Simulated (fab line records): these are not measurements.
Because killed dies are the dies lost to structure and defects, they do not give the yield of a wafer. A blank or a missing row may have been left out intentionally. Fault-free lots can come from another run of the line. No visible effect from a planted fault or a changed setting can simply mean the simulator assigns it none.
What tool caused it? + flow ritCmos + 42 wafers from 14 lots sampled at 2 of the route's 202 steps

WHAT THE GAUGES SHOWED, per wafer
RIT_REOX_THK_MEAS_04. Usual: REOX_OXIDE_THK 24.7 nm, standard deviation 0.39.
| lot  | measured    | on           | REOX_OXIDE_THK (nm) | flag |
|------|-------------|--------------|---------------------|------|
| L701 | day 3 02:42 | filmMetro-01 | 24.2 24.8 24.9      |      |
| L703 | day 3 08:29 | filmMetro-01 | 24.4 25.1 25.0      |      |
| L704 | day 3 14:32 | filmMetro-03 | 25.3 25.5 25.4      |      |
| L706 | day 3 18:31 | filmMetro-01 | 24.2 24.6 24.4      |      |
| L707 | day 4 03:17 | filmMetro-01 | 30.5 30.7 30.0      | OFF  |
| L708 | day 4 09:10 | filmMetro-02 | 31.1 30.6 30.7      | OFF  |
| L709 | day 4 11:04 | filmMetro-02 | 24.0 24.6 24.2      |      |
| L715 | day 5 19:43 | filmMetro-02 | 24.3 24.7 24.5      |      |
| L719 | day 6 15:20 | filmMetro-03 | 24.9 24.8 24.7      |      |
| L720 | day 6 17:52 | filmMetro-01 | 25.1 25.0 25.0      |      |
| L721 | day 6 21:56 | filmMetro-01 | 24.6 24.2 24.4      |      |
| L722 | day 7 03:24 | filmMetro-01 | 23.9 24.0 24.1      |      |
| L723 | day 7 12:01 | filmMetro-01 | 25.2 25.4 25.6      |      |
| L724 | day 7 16:08 | filmMetro-02 | 24.3 24.5 24.5      |      |

WHICH TOOL RAN EACH LOT (tool, then ch and the chambers of the sampled wafers, then the start)
| lot  | RIT_REOX_OXIDATION_03        |
|------|------------------------------|
| L701 | furnace-03 ch 0, day 3 00:09 |
| L703 | furnace-03 ch 0, day 3 05:55 |
| L704 | furnace-01 ch 0, day 3 11:57 |
| L706 | furnace-01 ch 0, day 3 15:58 |
| L707 | furnace-01 ch 0, day 4 00:44 |
| L708 | furnace-01 ch 0, day 4 06:35 |
| L709 | furnace-04 ch 0, day 4 08:31 |
| L715 | furnace-03 ch 0, day 5 17:10 |
| L719 | furnace-04 ch 0, day 6 12:46 |
| L720 | furnace-04 ch 0, day 6 15:19 |
| L721 | furnace-04 ch 0, day 6 19:22 |
| L722 | furnace-03 ch 0, day 7 00:50 |
| L723 | furnace-01 ch 0, day 7 09:27 |
| L724 | furnace-03 ch 0, day 7 13:35 |
- RIT_REOX_OXIDATION_03: target thk 25.2 nm, ox time 5580 s.

AS READ BY THE TOOLS THEMSELVES (means over the sampled wafers that have a number; for cases with no such wafer, the mark the record gives instead)
RIT_REOX_OXIDATION_03. Usual: spikeTcCentreC 903.0 C, standard deviation 1.2; spikeTcLoadC 923 C, standard deviation 3.8; spikeTcSourceC 923.7 C, standard deviation 2.9; tubeCenterTempC 899.99 C, standard deviation 0.082; tube_center_temp_C_max 902.3, standard deviation 0.36; zonePowerSourcePct 26.6 %, standard deviation 0.57.
| lot  | tool       | spikeTcCentreC (C) | spikeTcLoadC (C) | spikeTcSourceC (C) | tubeCenterTempC (C) | tube_center_temp_C_max | zonePowerSourcePct (%) | flag |
|------|------------|--------------------|------------------|--------------------|---------------------|------------------------|------------------------|------|
| L701 | furnace-03 | 902.6              | 925              | 920.9              | 900.00              | 902.5                  | 26.1                   |      |
| L703 | furnace-03 | 902.8              | 926              | 920.4              | 899.98              | 902.5                  | 26.0                   |      |
| L704 | furnace-01 | 901.8              | 918              | 926.7              | 899.95              | 902.2                  | 27.1                   |      |
| L706 | furnace-01 | 902.8              | 919              | 926.4              | 899.93              | 902.4                  | 27.2                   |      |
| L707 | furnace-01 | 922.1              | 939              | 946.7              | 919.96              | 922.5                  | 28.5                   | OFF  |
| L708 | furnace-01 | 922.1              | 940              | 946.8              | 919.96              | 922.6                  | 28.5                   | OFF  |
| L709 | furnace-04 | 903.8              | 925              | 922.4              | 899.93              | 902.7                  | 26.2                   |      |
| L715 | furnace-03 | 903.8              | 926              | 921.0              | 899.99              | 902.4                  | 26.1                   |      |
| L719 | furnace-04 | 903.4              | 926              | 921.8              | 900.09              | 902.5                  | 25.9                   |      |
| L720 | furnace-04 | 904.2              | 926              | 922.4              | 900.07              | 902.2                  | 26.3                   |      |
| L721 | furnace-04 | 903.2              | 927              | 922.3              | 900.03              | 902.2                  | 26.2                   |      |
| L722 | furnace-03 | 904.5              | 926              | 920.4              | 900.03              | 902.0                  | 25.8                   |      |
| L723 | furnace-01 | 902.0              | 917              | 926.5              | 899.95              | 902.1                  | 27.1                   |      |
| L724 | furnace-03 | 904.7              | 927              | 920.7              | 900.02              | 902.2                  | 26.3                   |      |

THE ANSWER, worked out from the rows above alone
Rule: take the mean of a lot's wafers that have a number; if it is more than 3 standard deviations from the usual mean, the lot is off. Also off: a lot with no number at a reading for which 4 or more lots have one. Where the step has rows for the other lots, those lots are counted as sound. Order of review: gauges by route order, followed by the tools' own readings, for which a lot's mean as printed above is used. The first step at which some lot is off is used, and at that step the reading that is off furthest; a lot without a number counts as furthest.
Off: at RIT_REOX_THK_MEAS_04 (REOX_OXIDE_THK), L707, L708.
If a tool, at a process step before that reading, ran all the lots that are off and no sound lot after the first of them, it fits. Not tried: the gauges at RIT_REOX_THK_MEAS_04; whatever is off there is also off at RIT_REOX_OXIDATION_03, on other tools, and gauge error can't account for it. Of those tried, none fits.

WHAT THE SIMULATOR PUT IN
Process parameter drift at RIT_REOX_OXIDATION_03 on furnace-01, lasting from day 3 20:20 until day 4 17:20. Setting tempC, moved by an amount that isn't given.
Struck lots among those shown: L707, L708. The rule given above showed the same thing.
